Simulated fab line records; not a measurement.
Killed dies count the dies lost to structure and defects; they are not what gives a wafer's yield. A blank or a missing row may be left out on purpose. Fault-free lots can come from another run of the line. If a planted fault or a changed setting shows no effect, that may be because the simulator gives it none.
Problem report, 8D (eight disciplines) form, completed by code / flow berkeley-cmos170 / the parts of the form that need people (team, actions taken, sign-off) are left out

== 1. PROBLEM STATEMENT ==
Wafers without a fault read 223.8 s, standard deviation 0.95; run-length-s at UCB170_M2_METAL_ETCH_18 reads a mean of 252.4 s on 6 wafers belonging to 2 lots. Relative to the usual mean, that is a shift of +30 standard deviations.
The step: etches Al in Cl2/BCl3, stops on SiO2, target depth 1170 nm, time 195 s.
The first sign was on wafer L761.1 at day 11 05:24, on rie-metal-04. At this step, 18 wafers from 6 lots have a number in the record. By rule, "out" or "out of limits" means more than 4 standard deviations away from the usual mean. The other wafers with a number count as sound.

== 2. WHAT THIS IS AND IS NOT ==
question=which readings at this step | is=run-length-s | is not=drypump-motor-current-A, throttle-valve-pct
question=which lots | is=L761, L765 | is not=L756, L770, L771, L776
question=which wafers of those lots | is=all that have a number | is not=-
question=read on which tools | is=rie-metal-04 | is not=rie-metal-01
question=when | is=from day 11 05:24 | is not=up to then (3 sound wafers); but 9 sound wafers of L770, L771, L776 came after

== 3. WHAT RULES OUT EACH SUSPECT ==
Counting: a tool stays on the suspect list if, at a process step up to the reading, it processed all lots that are out and no sound lot following the first of them.
- rie-metal-04 at UCB170_M2_METAL_ETCH_18 (etches Al in Cl2/BCl3, stops on SiO2, target depth 1170 nm, time 195 s): ruled out as a lasting fault. The sound lots L776 went through it after L761, its earliest lot that is out (day 11 05:24).
Left after counting: nothing in the record.

== 4. THE CAUSE (what the simulator had put in) ==
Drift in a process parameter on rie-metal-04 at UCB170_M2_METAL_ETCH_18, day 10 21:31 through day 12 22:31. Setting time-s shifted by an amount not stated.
Counting ruled it out, wrongly.

== 5. THE CHAIN OF EFFECTS, in route order ==
Each row: a reading where the mean over the struck wafers with a number is more than 3 standard deviations away from the usual. Scope: only readings with a usual standard deviation given in the record; hours: median across lots of the time from each lot's start at the first step in this table that gives one to its start at this step; sigmas: change in usual standard deviations.
hours=0; step=UCB170_M2_METAL_ETCH_18; reading=oes-product-au; usual=0.856 a.u.; on struck wafers=0.786; change=-0.070; sigmas=-4.1
hours=0; step=UCB170_M2_METAL_ETCH_18; reading=run-length-s; usual=223.8 s; on struck wafers=252.4; change=+28.6; sigmas=+30
Here are the process steps it includes:
- UCB170_M2_METAL_ETCH_18: etches Al in Cl2/BCl3, stops on SiO2, target depth 1170 nm, time 195 s.

== 6. WHAT WOULD HAVE CAUGHT IT SOONER ==
The fault began at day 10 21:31; the first out-of-limits reading in this record came at day 11 05:24, 8 hours later.
